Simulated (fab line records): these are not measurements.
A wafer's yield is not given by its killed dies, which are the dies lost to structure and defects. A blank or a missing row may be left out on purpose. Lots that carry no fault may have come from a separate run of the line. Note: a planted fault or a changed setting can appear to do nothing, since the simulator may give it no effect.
Split-lot trial -- flow rit cmos -- route with 202 steps; 5 lots, 23 wafers read

## THE SPLIT ITSELF
At RIT_PRETRO_COAT_01 (resist thk 1300 nm), the setting resist thk nm was moved away from the recipe's 1300 nm on 8 of the 23 wafers read, by -5.2% to +3.9%. The other wafers ran this setting at the recipe's value.

## FROM THE SPLIT TO THE READING: what the file shows between them, 3 steps
- RIT_PRETRO_SOFTBAKE_02: time 60 s
- RIT_PRETRO_EXPOSE_03: exposes mask M5, target cd 43700 nm
- RIT_PRETRO_DEVELOP_05: develop time 66.21 s

## THE READING
NOVOLAK_of_PRETRO_COAT_01.thk nm (the simulator's own value, which no gauge read), in nm, at RIT_PRETRO_HARDBAKE_07 (time 120 s). The file gives no usual value for it. Here, 15 wafers ran the recipe; their average is 1138 nm with a standard deviation of 3.1 nm.

wafer,"tool, chamber at the split","resist thk nm as run, nm",against the recipe,"NOVOLAK_of_PRETRO_COAT_01.thk nm, nm",against lot-mates on the recipe
L074.1,"litho track-01, 0",1300,recipe,1140,-
L074.3,"litho track-01, 0",1300,recipe,1140,-
L074.6,"litho track-01, 0",1300,recipe,1140,-
L074.4,"litho track-01, 0",1300,recipe,1139,-
L074.5,"litho track-01, 0",1300,recipe,1143,-
L075.3,"litho track-01, 0",1300,recipe,1143,-
L075.5,"litho track-01, 0",1300,recipe,1139,-
L075.6,"litho track-01, 0",1300,recipe,1135,-
L081.1,"litho track-03, 0",1232,-5.2%,1076,-58
L081.5,"litho track-03, 0",1232,-5.2%,1076,-58
L081.2,"litho track-03, 0",1232,-5.2%,1075,-59
L081.3,"litho track-03, 0",1300,recipe,1135,-
L081.6,"litho track-03, 0",1300,recipe,1133,-
L083.1,"litho track-04, 0",1254,-3.5%,1095,-40
L083.2,"litho track-04, 0",1300,recipe,1138,-
L083.3,"litho track-04, 0",1300,recipe,1135,-
L083.4,"litho track-04, 0",1300,recipe,1133,-
L083.5,"litho track-04, 0",1254,-3.5%,1094,-41
L085.2,"litho track-01, 0",1351,+3.9%,1182,+42
L085.5,"litho track-01, 0",1351,+3.9%,1182,+42
L085.3,"litho track-01, 0",1300,recipe,1140,-
L085.4,"litho track-01, 0",1300,recipe,1139,-
L085.6,"litho track-01, 0",1351,+3.9%,1180,+40

THE FIT
A straight line over all 23 wafers: NOVOLAK_of_PRETRO_COAT_01.thk nm changes by +11.7 nm for each +1% of resist thk nm; r = +1.00; the points scatter about the line by 2.9 nm.
The same after taking each lot's own level away (the mean of its wafers on the recipe; 23 wafers): +11 nm for each +1%; r = +1.00; scatter 1.8 nm.
That fit puts the effect of the largest move of resist thk nm on the reading at 58 nm.
The span of the lots' own levels, 1134.0 to 1140.4 nm, comes to 2.1 times the standard deviation stated above.
The two slopes agree, so the slope changes little with the lot-to-lot level.
Check: for one of the wafers moved furthest among these (-5.2%), held out of the fit, the line's prediction against its lot-mates is -58.2 nm. It came out at -58 nm against them.

## ADDITIONAL SPLITS CARRIED BY THESE WAFERS
Before the reading, these wafers also passed through other splits. Each is held against what the fit with the lots' levels taken away leaves over:
other split on the same wafers,wafers away from the commonest value,r with NOVOLAK_of_PRETRO_COAT_01.thk nm (lot level and that fit taken away)
RIT_ACTIVE_OXIDATION_01 ox time s,15,+0.01
RIT_ACTIVE_EXPOSE_08 dose mj,11,-0.16
RIT_ACTIVE_HARDBAKE_12 temp c,4,-0.03
RIT_NWELL_COAT_01 spin rpm,11,-0.16

## THE WHOLE CHAIN: every reading that the file lists as answering this split, in the file's order
step,what it does,reading,change (the file's fit),r (the file's)
RIT_PRETRO_COAT_01,resist thk 1300 nm,"NOVOLAK_of_PRETRO_COAT_01.thk nm (the simulator's own value, which no gauge read)",+12.9 nm for each +1% of the setting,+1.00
RIT_PRETRO_HARDBAKE_07,time 120 s,"NOVOLAK_of_PRETRO_COAT_01.thk nm (the simulator's own value, which no gauge read)",+11.1 nm for each +1% of the setting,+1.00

## THE FILE'S OWN FIT
NOVOLAK_of_PRETRO_COAT_01.thk nm changes by +11.1 nm for each +1% of resist thk nm, r = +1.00.
